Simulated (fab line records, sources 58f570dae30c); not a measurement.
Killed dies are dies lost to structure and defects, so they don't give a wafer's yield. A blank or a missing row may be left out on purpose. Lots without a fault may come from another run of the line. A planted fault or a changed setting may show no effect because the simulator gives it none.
fab line records | flow berkeley_cmos170
record lots=5 wafers=15 last_day=11
route steps=331 shown M1@238 V1@254 M2@271
lots that met no fault: from a run of the same line without faults
start_h: hours from the record's first day to the start of the lot's first wafer shown | wait_h: hours since the lot's step before | " the same as in the row above | L1.1+2: a row that stands for several wafers | - no value, or no start given | * or withheld: withheld | < > ~ a bound
route shown NAME@n: a module of which the file shows steps, and the number in the route of the first | usual: mean/standard deviation of fault-free wafers | same: alike in all rows | chamber/n: place in a boat | sites: the reading at each site | _std_site: their standard deviation | _edge_site: outer sites' mean less inner sites' | radius_mm: how far each site lies from the wafer's centre | mask NAME#n: copy n | behind: the tool/chamber that last shaped the wafer | hold: why the lot was held/for how many hours/how that ended | device: the transistor (n, p or np) that didn't switch | end of line: the same wafers' tests at the end of the route | a step without rows: its recipe alone | killed: dies lost to structure and defects at the first sort, not the wafer's yield | map: a wafer's dies, x killed, . not, _ none there
set.NAME: the setting as run; set.NAME@STEP: as run at that earlier step | model.NAME: the simulator's own value behind a step, which no gauge read
lots at some steps of the route; a table a step, a row a wafer
services: from which hour (start_h, from the record's first day; less than 0 if before it) a tool's chamber was out of use, for how many hours, and why
## steps
# step UCB170_M1_SPUTTER_00
# recipe material=Al target_thk_nm=600 time_s=80 power_w=6000 chamber_pressure_pa=0.5
# usual throttle_valve_pct=30.0/1.2
# same time_s=80
# columns lot.wafer tool chamber start_h wait_h throttle_valve_pct
L075.1 pvd_sputter-04 - 180.67 0.0 28.3
L075.3 " - " " 28.8
L075.5 " - " " 28.2
L080.2 pvd_sputter-02 - 206.41 0.0 30.1
L080.3 " - " " 30.2
L080.5 " - " " 30.6
L084.2 pvd_sputter-02 - 217.75 0.0 30.4
L084.3 " - " " 28.7
L084.5 " - " " 31.3
L086.1 pvd_sputter-02 - 236.79 0.0 28.9
L086.2 " - " " 30.2
L086.6 " - " " 30.1
L088.2 pvd_sputter-04 - 250.72 0.0 30.2
L088.3 " - " " 28.7
L088.4 " - " " 28.3
# step UCB170_M1_RS_MEAS_01
# recipe thk_meas_gauge=four-point-probe reads=Al_of_M1_SPUTTER_00
# usual M1_AL_RS=0.0486/0.00055
# columns lot.wafer tool chamber start_h wait_h M1_AL_RS[ohm/sq]
L075.1 film_metro-02 - 180.73 0.0 0.0491
L075.3 " - " " 0.0486
L075.5 " - " " 0.0494
L080.2 film_metro-03 - 206.49 0.1 0.0482
L080.3 " - " " 0.0491
L080.5 " - " " 0.0487
L084.2 film_metro-01 - 217.83 0.1 0.0485
L084.3 " - " " 0.0479
L084.5 " - " " 0.0479
L086.1 film_metro-01 - 236.85 0.0 0.0481
L086.2 " - " " 0.0484
L086.6 " - " " 0.0485
L088.2 film_metro-02 - 250.80 0.1 0.0489
L088.3 " - " " 0.0476
L088.4 " - " " 0.0481
# step UCB170_M1_THK_MEAS_02
# recipe thk_meas_gauge=xrf reads=Al_of_M1_SPUTTER_00
# usual M1_AL_THK=602/7.3
# columns lot.wafer tool chamber start_h wait_h M1_AL_THK[nm]
L075.1 film_metro-02 - 180.85 0.1 601
L075.3 " - " " 604
L075.5 " - " " 593
L080.2 film_metro-03 - 206.60 0.1 606
L080.3 " - " " 597
L080.5 " - " " 600
L084.2 film_metro-01 - 217.94 0.1 604
L084.3 " - " " 606
L084.5 " - " " 609
L086.1 film_metro-01 - 236.97 0.1 603
L086.2 " - " " 600
L086.6 " - " " 598
L088.2 film_metro-02 - 250.91 0.1 593
L088.3 " - " " 608
L088.4 " - " " 605
# step UCB170_M1_COAT_03
# recipe resist=BARC temp_c=withheld time_s=withheld spin_rpm=3000 resist_thk_nm=withheld
# columns lot.wafer tool chamber start_h wait_h
L075.1+3+5 litho_track-02 0 181.18 0.3
L080.2+3+5 litho_track-01 0 206.85 0.2
L084.2+3+5 litho_track-04 0 218.02 0.1
L086.1+2+6 litho_track-02 0 237.03 0.1
L088.2+3+4 litho_track-02 0 251.78 0.9
# step UCB170_M1_COAT_04
# recipe resist=KrF spin_rpm=1500 resist_thk_nm=900
# columns lot.wafer tool chamber start_h wait_h
L075.1+3+5 litho_track-02 0 - -
L080.2+3+5 litho_track-01 0 - -
L084.2+3+5 litho_track-04 0 - -
L086.1+2+6 litho_track-02 0 - -
L088.2+3+4 litho_track-02 0 - -
# step UCB170_M1_SOFTBAKE_05
# recipe resist=KrF temp_c=130 time_s=60
# usual heater_power_total_W=56.80/0.048
# same time_s=60
# columns lot.wafer tool chamber start_h wait_h heater_power_total_W
L075.1 litho_track-02 0 - - 56.83
L075.3 " 0 " " 56.76
L075.5 " 0 " " 56.88
L080.2 litho_track-01 0 - - 56.77
L080.3 " 0 " " 56.88
L080.5 " 0 " " 56.68
L084.2 litho_track-04 0 - - 56.81
L084.3 " 0 " " 56.81
L084.5 " 0 " " 56.80
L086.1 litho_track-02 0 - - 56.86
L086.2 " 0 " " 56.85
L086.6 " 0 " " 56.81
L088.2 litho_track-02 0 - - 56.80
L088.3 " 0 " " 56.84
L088.4 " 0 " " 56.77
# step UCB170_M1_EXPOSE_06
# recipe mask_id=METAL1 target_cd_nm=700 na=0.5 sigma_outer=0.6 source_shape=conventional dose_mj=21
# same sigma_outer=0.6
# columns lot.wafer tool chamber start_h wait_h mask
L075.1+3+5 krf_scanner-02 0 181.76 - METAL1#0
L080.2+3+5 krf_scanner-01 0 207.45 - METAL1#0
L084.2+3+5 krf_scanner-02 0 218.59 - METAL1#0
L086.1+2+6 krf_scanner-02 0 237.48 - METAL1#0
L088.2+3+4 krf_scanner-02 0 252.23 - METAL1#0
# step UCB170_M1_PEB_07
# recipe peb_temp_c=130 peb_time_s=withheld resist=KrF
# usual heater_power_total_W=56.80/0.04
# columns lot.wafer tool chamber start_h wait_h heater_power_total_W
L075.1 litho_track-01 0 181.87 0.1 56.75
L075.3 " 0 " " 56.79
L075.5 " 0 " " 56.80
L080.2 litho_track-01 0 208.20 0.7 56.79
L080.3 " 0 " " 56.81
L080.5 " 0 " " 56.82
L084.2 litho_track-01 0 218.91 0.3 56.81
L084.3 " 0 " " 56.77
L084.5 " 0 " " 56.81
L086.1 litho_track-04 0 237.60 0.1 56.89
L086.2 " 0 " " 56.77
L086.6 " 0 " " 56.76
L088.2 litho_track-04 0 252.77 0.5 56.78
L088.3 " 0 " " 56.83
L088.4 " 0 " " 56.81
# step UCB170_M1_DEVELOP_08
# recipe developer=TMAH develop_time_s=45 resist=KrF dev_temp_c=21
# columns lot.wafer tool chamber start_h wait_h
L075.1+3+5 litho_track-01 0 - -
L080.2+3+5 litho_track-01 0 - -
L084.2+3+5 litho_track-01 0 - -
L086.1+2+6 litho_track-04 0 - -
L088.2+3+4 litho_track-04 0 - -
# step UCB170_M1_CD_MEAS_09
# recipe target_cd_nm=700
# usual cd_nm=699.6/1.3
# columns lot.wafer tool chamber start_h wait_h cd_nm
L075.1 cd_sem-02 - 182.15 - 701.3
L075.3 " - " " 702.4
L075.5 " - " " 701.3
L080.2 cd_sem-01 - 208.47 - 699.3
L080.3 " - " " 698.9
L080.5 " - " " 699.4
L084.2 cd_sem-01 - 219.18 - 700.8
L084.3 " - " " 700.7
L084.5 " - " " 699.7
L086.1 cd_sem-01 - 237.87 - 699.5
L086.2 " - " " 699.3
L086.6 " - " " 698.3
L088.2 cd_sem-01 - 253.04 - 701.8
L088.3 " - " " 701.7
L088.4 " - " " 703.3
# step UCB170_M1_OVL_MEAS_10
# usual M1_OVL=1/4.9
# columns lot.wafer tool chamber start_h wait_h M1_OVL[nm]
L075.1 overlay-02 - 182.27 0.1 -1
L075.3 " - " " 1
L075.5 " - " " -1
L080.2 overlay-02 - 208.58 0.1 -10
L080.3 " - " " 1
L080.5 " - " " -2
L084.2 overlay-02 - 219.29 0.1 2
L084.3 " - " " 4
L084.5 " - " " -6
L086.1 overlay-02 - 237.99 0.1 0
L086.2 " - " " 7
L086.6 " - " " 7
L088.2 overlay-01 - 253.14 0.1 2
L088.3 " - " " -3
L088.4 " - " " -7
# step UCB170_M1_ETCH_11
# recipe chemistry=N2/H2 target_depth_a=withheld overetch_a=withheld target=BARC time_s=withheld source_w=500 bias_w=100 pressure_mtorr=30 n2_flow_sccm=100 h2_flow_sccm=200
# usual drypump_motor_current_A=5.9/0.45 oes_product_au=1.01/0.032 throttle_valve_pct=13.20/0.21
# columns lot.wafer tool chamber start_h wait_h drypump_motor_current_A oes_product_au throttle_valve_pct
L075.1 rie_diel-01 2 182.30 0.0 5.8 0.95 13.36
L075.3 " 3 " " 5.4 1.00 13.26
L075.5 " 3 " " 5.4 1.00 13.27
L080.2 rie_diel-04 2 208.61 0.0 6.4 1.00 13.29
L080.3 " 1 " " 6.0 1.03 12.94
L080.5 " 2 " " 6.4 1.01 13.29
L084.2 rie_diel-02 2 219.32 0.0 6.0 1.04 13.27
L084.3 " 0 " " 5.7 0.95 13.15
L084.5 " 2 " " 6.0 1.04 13.25
L086.1 rie_diel-01 2 238.03 0.0 5.8 0.96 13.39
L086.2 " 0 " " 6.7 0.98 13.39
L086.6 " 2 " " 5.8 0.96 13.40
L088.2 rie_diel-04 3 253.17 0.0 5.8 1.04 13.46
L088.3 " 2 " " 6.4 1.02 13.31
L088.4 " 1 " " 6.0 1.04 12.93
# step UCB170_M1_METAL_ETCH_12
# recipe chemistry=Cl2/BCl3 target=Al stop_on=PSG pressure_mtorr=12 target_depth_a=7800 over_etch_frac=0.3 time_s=130 icp_w=600 bias_w=120 Cl2_flow_sccm=90 bcl3_flow_sccm=45
# usual drypump_motor_current_A=5.7/0.32 oes_product_au=0.852/0.013 throttle_valve_pct=24.34/0.22
# same time_s=130
# columns lot.wafer tool chamber start_h wait_h drypump_motor_current_A oes_product_au rf_hours_counter_h throttle_valve_pct
L075.1 rie_metal-03 1 182.34 - 5.8 0.853 10 24.67
L075.3 " 1 " " 5.8 0.861 - 24.68
L075.5 " 0 " " 6.0 0.853 - 24.66
L080.2 rie_metal-03 1 208.65 - 5.8 0.860 11 24.67
L080.3 " 0 " " 6.0 0.852 - 24.63
L080.5 " 1 " " 5.8 0.863 - 24.69
L084.2 rie_metal-01 0 219.36 - 5.0 0.852 7 24.15
L084.3 " 0 " " 5.0 0.867 - 24.15
L084.5 " 1 " " 5.8 0.832 - 24.16
L086.1 rie_metal-03 0 238.07 - 6.0 0.861 11 24.64
L086.2 " 1 " " 5.8 0.855 11 24.68
L086.6 " 0 " " 6.0 0.858 - 24.67
L088.2 rie_metal-04 1 253.21 - 5.9 0.848 7 24.18
L088.3 " 1 " " 5.9 0.855 - 24.16
L088.4 " 0 " " 5.9 0.873 - 24.34
# step UCB170_M1_STRIP_13
# recipe chemistry=O2 power_w=400 pressure_mtorr=3500 platen_temp_c=withheld o2_flow_sccm=400 overash_fraction=0.5
# usual drypump_motor_current_A=6.1/0.39 oes_product_au=0.720/0.0042
# columns lot.wafer tool chamber start_h wait_h drypump_motor_current_A oes_product_au rf_hours_counter_h
L075.1 plasma_asher-01 0 182.48 0.1 6.2 0.722 7
L075.3 " 1 " " 5.6 0.724 -
L075.5 " 0 " " 6.2 0.719 -
L080.2 plasma_asher-03 1 208.78 0.1 6.7 0.725 40
L080.3 " 0 " " 6.0 0.723 -
L080.5 " 0 " " 5.9 0.717 -
L084.2 plasma_asher-04 0 219.49 0.1 5.8 0.717 54
L084.3 " 0 " " 5.8 0.727 -
L084.5 " 1 " " 5.7 0.719 -
L086.1 plasma_asher-03 0 238.20 0.1 5.9 0.727 43
L086.2 " 1 " " 6.7 0.721 43
L086.6 " 0 " " 5.9 0.717 -
L088.2 plasma_asher-01 0 253.35 0.1 6.2 0.722 15
L088.3 " 1 " " 5.7 0.717 -
L088.4 " 0 " " 6.2 0.723 -
# step UCB170_M1_CD_MEAS_90
# recipe target_cd_nm=700
# usual cd_nm=700/3.9
# columns lot.wafer tool chamber start_h wait_h cd_nm
L075.1 cd_sem-02 - 182.58 0.1 707
L075.3 " - " " 710
L075.5 " - " " 710
L080.2 cd_sem-01 - 208.90 0.1 707
L080.3 " - " " 703
L080.5 " - " " 705
L084.2 cd_sem-01 - 219.61 0.1 697
L084.3 " - " " 697
L084.5 " - " " 700
L086.1 cd_sem-02 - 238.30 0.1 703
L086.2 " - " " 703
L086.6 " - " " 702
L088.2 cd_sem-01 - 253.47 0.1 700
L088.3 " - " " 698
L088.4 " - " " 697
# step UCB170_M1_ANNEAL_14
# recipe temp_c=400 time_s=1200 ambient=forming_gas
# same time_s=1200
# columns lot.wafer tool chamber start_h wait_h
L075.1+3+5 furnace-03 0 183.31 0.7
L080.2+3+5 furnace-03 0 209.00 0.1
L084.2+3+5 furnace-03 0 219.71 0.1
L086.1+2+6 furnace-03 0 238.76 0.4
L088.2+3+4 furnace-03 0 253.57 0.1
# step UCB170_V1_CVD_00
# recipe material=SiO2 target_thk_nm=2000 temp_c=390 precursor=TEOS/O2 time_s=250 rf_w=550 pressure_mtorr=9000
# usual heater_power_w=276/67
# same time_s=250
# columns lot.wafer tool chamber start_h wait_h heater_power_w
L075.1 pecvd-01 0 184.64 0.0 291
L075.3 " 1 " " 255
L075.5 " 1 " " 202
L080.2 pecvd-04 2 210.34 0.0 314
L080.3 " 1 " " 190
L080.5 " 1 " " 119
L084.2 pecvd-01 1 221.05 0.0 280
L084.3 " 0 " " 277
L084.5 " 0 " " 223
L086.1 pecvd-01 2 240.09 0.0 325
L086.2 " 0 " " 309
L086.6 " 2 " " 229
L088.2 pecvd-03 1 254.90 0.0 258
L088.3 " 0 " " 330
L088.4 " 2 " " 256
# step UCB170_V1_THK_MEAS_01
# recipe reads=SiO2_of_V1_CVD_00
# usual V1_TEOS_THK=2003/30
# columns lot.wafer tool chamber start_h wait_h V1_TEOS_THK[nm]
L075.1 film_metro-02 - 184.80 0.1 2010
L075.3 " - " " 2010
L075.5 " - " " 2051
L080.2 film_metro-01 - 210.50 0.1 2006
L080.3 " - " " 1996
L080.5 " - " " 2011
L084.2 film_metro-01 - 221.21 0.1 2014
L084.3 " - " " 1987
L084.5 " - " " 2015
L086.1 film_metro-01 - 240.25 0.1 2002
L086.2 " - " " 1987
L086.6 " - " " 2025
L088.2 film_metro-04 - 255.07 0.1 2002
L088.3 " - " " 1955
L088.4 " - " " 1997
# step UCB170_V1_CMP_02
# recipe material=SiO2 down_force_psi=6 platen_rpm=60 pad_velocity_m_s=0.75398
# usual motor_current_A=16.6/1.5
# columns lot.wafer tool chamber start_h wait_h motor_current_A
L075.1 cmp-02 0 184.86 0.1 16.6
L075.3 " 1 " " 15.3
L075.5 " 0 " " 15.8
L080.2 cmp-01 2 210.60 0.1 15.5
L080.3 " 3 " " 19.0
L080.5 " 2 " " 15.7
L084.3 cmp-01 1 221.26 0.0 15.3
L084.2 " 2 " " 16.1
L084.5 " 2 " " 15.6
L086.1 cmp-01 2 240.36 0.1 16.1
L086.2 " 3 " " 19.8
L086.6 " 2 " " 16.1
L088.2 cmp-01 1 255.12 0.0 15.0
L088.4 " 2 " " 16.2
L088.3 " 0 " " 17.0
# step UCB170_V1_BOW_MEAS_03
# recipe mode=bow
# usual V1_BOW=18/7
# columns lot.wafer tool chamber start_h wait_h V1_BOW[um]
L075.1 film_metro-04 - 185.16 0.2 13
L075.3 " - " " 25
L075.5 " - " " 15
L080.2 film_metro-01 - 210.87 0.2 25
L080.3 " - " " 16
L080.5 " - " " 23
L084.2 film_metro-04 - 221.58 0.2 26
L084.3 " - " " 24
L084.5 " - " " 18
L086.1 film_metro-02 - 240.61 0.2 13
L086.2 " - " " 19
L086.6 " - " " 31
L088.2 film_metro-02 - 255.44 0.3 16
L088.3 " - " " 18
L088.4 " - " " 25
# step UCB170_V1_THK_MEAS_04
# recipe reads=SiO2_of_V1_CVD_00
# usual V1_POLISHED_THK=1000.2/1.3
# columns lot.wafer tool chamber start_h wait_h V1_POLISHED_THK[nm]
L075.1 film_metro-04 - 185.28 0.1 999.4
L075.3 " - " " 999.5
L075.5 " - " " 1000.4
L080.2 film_metro-01 - 210.98 0.1 999.9
L080.3 " - " " 1001.8
L080.5 " - " " 1000.9
L084.2 film_metro-04 - 221.69 0.1 1000.2
L084.3 " - " " 998.4
L084.5 " - " " 999.7
L086.1 film_metro-02 - 240.73 0.1 999.4
L086.2 " - " " 998.6
L086.6 " - " " 999.9
L088.2 film_metro-02 - 255.55 0.1 998.5
L088.3 " - " " 1001.0
L088.4 " - " " 1000.1
# step UCB170_V1_CLEAN_05
# recipe chemistry=DIW
# columns lot.wafer tool chamber start_h wait_h
L075.1+3+5 wet_bench-02 2 185.34 0.1
L080.2+3+5 wet_bench-04 1 212.87 1.9
L084.2+3+5 wet_bench-02 2 221.74 0.0
L086.1+2+6 wet_bench-01 1 240.79 0.1
L088.2+3+4 wet_bench-01 1 257.89 2.3
# step UCB170_V1_HMDS_06
# recipe prime_time_s=60 prime_temp_c=100
# columns lot.wafer tool chamber start_h wait_h
L075.1+3+5 litho_track-04 0 185.84 0.3
L080.2+3+5 litho_track-04 0 213.35 0.3
L084.2+3+5 litho_track-04 0 221.94 0.0
L086.1+2+6 litho_track-02 0 241.24 0.3
L088.2+3+4 litho_track-03 0 258.17 0.1
# step UCB170_V1_COAT_07
# recipe resist=KrF spin_rpm=1500 resist_thk_nm=900
# columns lot.wafer tool chamber start_h wait_h
L075.1+3+5 litho_track-04 0 185.99 0.1
L080.2+3+5 litho_track-04 0 213.50 0.1
L084.2+3+5 litho_track-04 0 222.09 0.1
L086.1+2+6 litho_track-02 0 241.39 0.1
L088.2+3+4 litho_track-03 0 258.32 0.1
# step UCB170_V1_SOFTBAKE_08
# recipe resist=KrF temp_c=130 time_s=60
# usual heater_power_total_W=56.80/0.043
# same time_s=60
# columns lot.wafer tool chamber start_h wait_h heater_power_total_W
L075.1 litho_track-04 0 186.14 0.1 56.83
L075.3 " 0 " " 56.80
L075.5 " 0 " " 56.80
L080.2 litho_track-04 0 213.65 0.1 56.77
L080.3 " 0 " " 56.92
L080.5 " 0 " " 56.76
L084.2 litho_track-04 0 222.24 0.1 56.79
L084.3 " 0 " " 56.81
L084.5 " 0 " " 56.73
L086.1 litho_track-02 0 241.54 0.1 56.74
L086.2 " 0 " " 56.83
L086.6 " 0 " " 56.77
L088.2 litho_track-03 0 258.47 0.1 56.73
L088.3 " 0 " " 56.78
L088.4 " 0 " " 56.79
# step UCB170_V1_EXPOSE_09
# recipe mask_id=VIA1 target_cd_nm=700 na=0.5 sigma_outer=0.6 source_shape=conventional dose_mj=37
# same sigma_outer=0.6
# columns lot.wafer tool chamber start_h wait_h mask
L075.1+3+5 krf_scanner-02 0 186.31 0.1 VIA1#0
L080.2+3+5 krf_scanner-02 0 213.79 0.1 VIA1#0
L084.2+3+5 krf_scanner-02 0 222.39 0.1 VIA1#0
L086.1+2+6 krf_scanner-01 0 241.69 0.1 VIA1#0
L088.2+3+4 krf_scanner-01 0 258.74 0.2 VIA1#0
# step UCB170_V1_PEB_10
# recipe peb_temp_c=130 peb_time_s=withheld resist=KrF
# usual heater_power_total_W=56.80/0.045
# columns lot.wafer tool chamber start_h wait_h heater_power_total_W
L075.1 litho_track-03 0 186.74 0.4 56.84
L075.3 " 0 " " 56.74
L075.5 " 0 " " 56.92
L080.2 litho_track-03 0 213.93 0.1 56.79
L080.3 " 0 " " 56.83
L080.5 " 0 " " 56.87
L084.2 litho_track-04 0 222.84 0.4 56.80
L084.3 " 0 " " 56.74
L084.5 " 0 " " 56.81
L086.1 litho_track-02 0 241.96 0.3 56.86
L086.2 " 0 " " 56.77
L086.6 " 0 " " 56.73
L088.2 litho_track-04 0 258.86 0.1 56.80
L088.3 " 0 " " 56.78
L088.4 " 0 " " 56.81
# step UCB170_V1_DEVELOP_11
# recipe developer=TMAH develop_time_s=45 resist=KrF dev_temp_c=21
# columns lot.wafer tool chamber start_h wait_h
L075.1+3+5 litho_track-03 0 - -
L080.2+3+5 litho_track-03 0 - -
L084.2+3+5 litho_track-04 0 - -
L086.1+2+6 litho_track-02 0 - -
L088.2+3+4 litho_track-04 0 - -
# step UCB170_V1_CD_MEAS_12
# recipe target_cd_nm=700
# usual cd_nm=699.9/1.4
# columns lot.wafer tool chamber start_h wait_h cd_nm
L075.1 cd_sem-01 - 187.20 - 699.3
L075.3 " - " " 699.6
L075.5 " - " " 698.4
L080.2 cd_sem-01 - 214.20 - 699.3
L080.3 " - " " 698.6
L080.5 " - " " 699.0
L084.2 cd_sem-01 - 223.11 - 701.0
L084.3 " - " " 700.7
L084.5 " - " " 701.6
L086.1 cd_sem-01 - 242.24 - 699.5
L086.2 " - " " 701.6
L086.6 " - " " 698.5
L088.2 cd_sem-01 - 259.13 - 701.0
L088.3 " - " " 701.0
L088.4 " - " " 700.7
# step UCB170_V1_OVL_MEAS_13
# usual V1_OVL=4/5.3
# columns lot.wafer tool chamber start_h wait_h V1_OVL[nm]
L075.1 overlay-01 - 187.32 0.1 7
L075.3 " - " " 7
L075.5 " - " " -3
L080.2 overlay-02 - 214.30 0.1 11
L080.3 " - " " 3
L080.5 " - " " 2
L084.2 overlay-02 - 223.22 0.1 7
L084.3 " - " " 8
L084.5 " - " " 8
L086.1 overlay-02 - 242.36 0.1 9
L086.2 " - " " 13
L086.6 " - " " 14
L088.2 overlay-02 - 259.24 0.1 4
L088.3 " - " " 2
L088.4 " - " " -2
# step UCB170_V1_ETCH_14
# recipe chemistry=CHF3/CF4/Ar target=SiO2 stop_on=Al CHF3_flow_sccm=45 cf4_flow_sccm=15 Ar_flow_sccm=150 pressure_mtorr=200 rf_w=700 target_depth_a=12500 over_etch_frac=0.25 time_s=291
# usual drypump_motor_current_A=5.8/0.47 oes_product_au=0.876/0.018 throttle_valve_pct=6.98/0.1
# same time_s=291
# columns lot.wafer tool chamber start_h wait_h drypump_motor_current_A oes_product_au rf_hours_counter_h throttle_valve_pct
L075.1 rie_diel-03 1 187.36 0.0 5.8 0.862 16 6.75
L075.3 " 0 " " 5.5 0.878 15 7.03
L075.5 " 1 " " 5.8 0.857 - 6.76
L080.2 rie_diel-03 0 214.33 0.0 5.5 0.875 17 7.00
L080.3 " 3 " " 5.3 0.890 36 7.02
L080.5 " 3 " " 5.3 0.899 - 7.03
L084.2 rie_diel-03 3 223.25 0.0 5.3 0.901 36 7.02
L084.3 " 0 " " 5.5 0.874 17 7.02
L084.5 " 3 " " 5.3 0.899 - 7.01
L086.1 rie_diel-02 2 242.39 0.0 6.0 0.899 21 6.94
L086.2 " 3 " " 5.3 0.892 62 6.92
L086.6 " 2 " " 6.0 0.899 - 6.93
L088.2 rie_diel-03 1 259.27 0.0 5.8 0.857 20 6.76
L088.3 " 2 " " 5.2 0.871 1 6.96
L088.4 " 3 " " 5.3 0.901 38 7.01
# step UCB170_V1_STRIP_15
# recipe chemistry=O2 power_w=400 pressure_mtorr=3500 platen_temp_c=withheld o2_flow_sccm=400 overash_fraction=0.5
# usual drypump_motor_current_A=6.2/0.34 oes_product_au=0.722/0.0044 strip_time_to_endpoint_s=15.36/0.17
# columns lot.wafer tool chamber start_h wait_h drypump_motor_current_A oes_product_au rf_hours_counter_h strip_time_to_endpoint_s
L075.1 plasma_asher-01 0 187.54 0.1 6.2 0.714 7 15.39
L075.3 " 1 " " 5.6 0.723 - 15.34
L075.5 " 1 " " 5.6 0.719 - 15.37
L080.2 plasma_asher-02 1 214.51 0.1 6.3 0.718 47 15.46
L080.3 " 0 " " 6.1 0.727 - 15.22
L080.5 " 0 " " 6.1 0.724 - 15.32
L084.2 plasma_asher-03 0 223.43 0.1 5.9 0.720 41 15.22
L084.3 " 0 " " 5.9 0.722 - 15.32
L084.5 " 1 " " 6.8 0.722 - 15.18
L086.1 plasma_asher-03 1 242.57 0.1 6.8 0.719 44 15.18
L086.2 " 0 " " 5.9 0.719 44 15.33
L086.6 " 0 " " 5.9 0.720 - 15.22
L088.2 plasma_asher-03 1 259.45 0.1 6.7 0.721 46 15.07
L088.3 " 1 " " 6.7 0.717 - 15.15
L088.4 " 0 " " 5.9 0.730 - 15.16
# step UCB170_V1_CD_MEAS_90
# recipe target_cd_nm=700
# usual cd_nm=699.8/1.7
# columns lot.wafer tool chamber start_h wait_h cd_nm
L075.1 cd_sem-02 - 187.64 0.1 698.4
L075.3 " - " " 700.5
L075.5 " - " " 698.3
L080.2 cd_sem-01 - 214.63 0.1 701.2
L080.3 " - " " 698.9
L080.5 " - " " 698.7
L084.2 cd_sem-01 - 223.55 0.1 700.9
L084.3 " - " " 702.0
L084.5 " - " " 702.1
L086.1 cd_sem-01 - 242.67 0.1 701.1
L086.2 " - " " 698.9
L086.6 " - " " 699.7
L088.2 cd_sem-02 - 259.57 0.1 700.7
L088.3 " - " " 701.3
L088.4 " - " " 700.4
# step UCB170_M2_PRE_CLEAN_00
# recipe gas=Ar preclean_etch_time_s=60
# columns lot.wafer tool chamber start_h wait_h
L075.1+3+5 pvd_sputter-03 - 187.76 0.1
L080.2+3+5 pvd_sputter-03 - 214.73 0.1
L084.2+3+5 pvd_sputter-03 - 223.65 0.1
L086.1+2+6 pvd_sputter-04 - 242.79 0.1
L088.2+3+4 pvd_sputter-03 - 259.67 0.1
# step UCB170_M2_SPUTTER_01
# recipe material=Al target_thk_nm=900 time_s=120 power_w=6000 chamber_pressure_pa=0.5
# usual throttle_valve_pct=30.2/1.1
# same time_s=120
# columns lot.wafer tool chamber start_h wait_h throttle_valve_pct
L075.1 pvd_sputter-03 - 187.82 0.0 30.3
L075.3 " - " " 29.5
L075.5 " - " " 30.4
L080.2 pvd_sputter-03 - 214.80 0.0 30.3
L080.3 " - " " 30.1
L080.5 " - " " 30.1
L084.2 pvd_sputter-03 - 223.71 0.0 29.9
L084.3 " - " " 30.1
L084.5 " - " " 30.0
L086.1 pvd_sputter-04 - 242.86 0.0 30.4
L086.2 " - " " 32.5
L086.6 " - " " 32.5
L088.2 pvd_sputter-03 - 259.73 0.0 30.3
L088.3 " - " " 29.4
L088.4 " - " " 29.8
# step UCB170_M2_RS_MEAS_02
# recipe thk_meas_gauge=four-point-probe reads=Al_of_M2_SPUTTER_01
# usual M2_AL_RS=0.0322/0.00045
# columns lot.wafer tool chamber start_h wait_h M2_AL_RS[ohm/sq]
L075.1 film_metro-04 - 187.91 0.0 0.0328
L075.3 " - " " 0.0319
L075.5 " - " " 0.0315
L080.2 film_metro-01 - 214.90 0.1 0.0312
L080.3 " - " " 0.0327
L080.5 " - " " 0.0316
L084.2 film_metro-04 - 223.82 0.1 0.0322
L084.3 " - " " 0.0330
L084.5 " - " " 0.0329
L086.1 film_metro-01 - 242.94 0.0 0.0321
L086.2 " - " " 0.0322
L086.6 " - " " 0.0320
L088.2 film_metro-04 - 259.84 0.1 0.0328
L088.3 " - " " 0.0323
L088.4 " - " " 0.0321
# step UCB170_M2_THK_MEAS_03
# recipe thk_meas_gauge=xrf reads=Al_of_M2_SPUTTER_01
# usual M2_AL_THK=904/14
# columns lot.wafer tool chamber start_h wait_h M2_AL_THK[nm]
L075.1 film_metro-04 - 188.03 0.1 880
L075.3 " - " " 912
L075.5 " - " " 920
L080.2 film_metro-01 - 215.01 0.1 932
L080.3 " - " " 891
L080.5 " - " " 922
L084.2 film_metro-04 - 223.93 0.1 903
L084.3 " - " " 878
L084.5 " - " " 876
L086.1 film_metro-01 - 243.06 0.1 896
L086.2 " - " " 902
L086.6 " - " " 903
L088.2 film_metro-04 - 259.95 0.1 885
L088.3 " - " " 901
L088.4 " - " " 911
# step UCB170_M2_HMDS_04
# recipe prime_time_s=60 prime_temp_c=100
# columns lot.wafer tool chamber start_h wait_h
L075.1+3+5 litho_track-03 0 188.37 0.3
L080.2+3+5 litho_track-03 0 215.09 0.1
L084.2+3+5 litho_track-01 0 224.33 0.4
L086.1+2+6 litho_track-03 0 243.37 0.3
L088.2+3+4 litho_track-03 0 260.25 0.3
# step UCB170_M2_COAT_05
# recipe resist=KrF spin_rpm=1500 resist_thk_nm=900
# columns lot.wafer tool chamber start_h wait_h
L075.1+3+5 litho_track-03 0 188.52 0.1
L080.2+3+5 litho_track-03 0 215.24 0.1
L084.2+3+5 litho_track-01 0 224.48 0.1
L086.1+2+6 litho_track-03 0 243.52 0.1
L088.2+3+4 litho_track-03 0 260.40 0.1
# step UCB170_M2_SOFTBAKE_06
# recipe resist=KrF temp_c=130 time_s=60
# usual heater_power_total_W=56.80/0.045
# same time_s=60
# columns lot.wafer tool chamber start_h wait_h heater_power_total_W
L075.1 litho_track-03 0 188.67 0.1 56.77
L075.3 " 0 " " 56.79
L075.5 " 0 " " 56.89
L080.2 litho_track-03 0 215.39 0.1 56.80
L080.3 " 0 " " 56.81
L080.5 " 0 " " 56.86
L084.2 litho_track-01 0 224.63 0.1 56.83
L084.3 " 0 " " 56.86
L084.5 " 0 " " 56.87
L086.1 litho_track-03 0 243.67 0.1 56.79
L086.2 " 0 " " 56.82
L086.6 " 0 " " 56.82
L088.2 litho_track-03 0 260.55 0.1 56.87
L088.3 " 0 " " 56.78
L088.4 " 0 " " 56.80
## services
# columns tool chamber start_h hours kind
krf_scanner-01 - 157.55 0.8 pm
rie_metal-04 1 159.97 3.9 repair
pecvd-04 2 160.10 14.4 repair
rie_diel-03 2 162.96 12.8 repair
rie_metal-04 - 166.35 1.4 repair
rie_diel-03 0 174.71 10.0 repair
rie_diel-04 3 178.64 18.2 repair
pvd_sputter-03 - 195.01 0.5 repair
plasma_asher-03 - 200.49 3.8 repair
pvd_sputter-04 - 203.23 3.3 repair
plasma_asher-01 - 206.34 3.1 repair
rie_diel-03 1 206.91 1.3 repair
wet_bench-01 - 222.40 2.3 repair
pecvd-01 - 223.91 1.0 repair
pvd_sputter-02 - 227.93 0.6 repair
rie_diel-04 - 229.43 2.8 pm
krf_scanner-02 - 230.82 1.3 pm
rie_diel-01 3 231.00 4.5 repair
cmp-01 - 232.00 4.0 pm
krf_scanner-01 - 232.29 1.3 pm
rie_metal-03 - 233.01 2.8 pm
pecvd-01 - 235.80 1.6 repair
rie_diel-03 3 245.90 2.9 repair
rie_diel-02 3 247.41 8.9 repair
## key
fault none
